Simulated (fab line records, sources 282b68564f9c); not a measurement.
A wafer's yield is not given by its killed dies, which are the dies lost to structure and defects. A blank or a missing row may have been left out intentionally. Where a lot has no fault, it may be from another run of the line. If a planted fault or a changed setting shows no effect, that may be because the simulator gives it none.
One fault seen from 2 desks + flow rit-cmos + each desk has only its own numbers; what lay behind them comes last

## FROM THE METROLOGY DESK
What the gauges read, lot by lot, whatever tool the lot ran on: means of the sampled wafers that have a number. Marked OUT: a lot whose mean sits more than 4 standard deviations from the usual mean, which makes it out of limits; the brackets give that distance.
Columns: A = FOX1_OXIDE_THK at RIT_FOX1_THK_MEAS_01, usual 351 nm; B = FOX2_OXIDE_THK at RIT_FOX2_THK_MEAS_01, usual 350 nm; C = FIELD_OXIDE_LEFT_1_THK at RIT_FOX2_THK_MEAS_90, usual 323 nm; D = NWELL_OVL at RIT_NWELL_OVL_MEAS_06, usual 0.7 nm
| lot  | first seen here | A   | B   | C   | D    |
|------|-----------------|-----|-----|-----|------|
| L125 | day 2 10:40     | 357 | 347 | 320 | 2.2  |
| L135 | day 4 11:03     | 345 | 346 | 319 | 2.0  |
| L136 | day 4 16:20     | 357 | 350 | 322 | -0.4 |
| L138 | day 5 02:24     | 340 | 352 | 325 | 2.2  |
| L140 | day 5 11:41     | 355 | 353 | 325 | 0.7  |
| L142 | day 5 21:56     | 352 | 356 | 329 | -0.3 |
This desk's verdict: no lot among the 6 shows anything out of limits.

## DESK OF THE TOOL OWNER: litho-track-03
The tool's own readings at RIT_NWELL_COAT_01 (resist thk 1300 nm): means of the sampled wafers that have a number, for each lot that ran on this tool. Marked OUT: a lot whose mean sits more than 4 standard deviations from the usual mean, which makes it out of limits; the brackets give that distance.
Columns: A = spin-speed-rpm at RIT_NWELL_COAT_01, usual 2000.3 rpm
| lot  | first seen here | A                        |
|------|-----------------|--------------------------|
| L125 | day 2 16:53     | 2000.2                   |
| L135 | day 4 13:47     | 1439.1 (-99 or more) OUT |
| L136 | day 4 19:41     | 1440.9 (-99 or more) OUT |
This desk finds L135, L136 out of limits, L135 being first, at day 4 13:47 (spin-speed-rpm at RIT_NWELL_COAT_01). L125 stayed within limits.

## ALL TOGETHER
At day 4 13:47, on L135, L136, the tool owner's desk was in a position to raise an alarm.
Nothing out of limits was seen by the metrology desk.
The metrology desk holds a record of L135, L136, inside its limits.
All the named lots went through RIT_NWELL_COAT_01 on litho-track-03.

## WHAT HAD BEEN PUT IN BY THE SIMULATOR
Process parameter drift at RIT_NWELL_COAT_01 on litho-track-03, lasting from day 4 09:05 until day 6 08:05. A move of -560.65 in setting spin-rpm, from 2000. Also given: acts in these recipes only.
Lots struck among those shown: L135, L136.
How many hours passed from the start of the fault until each desk's first out-of-limits reading: the tool owner's desk, 5.
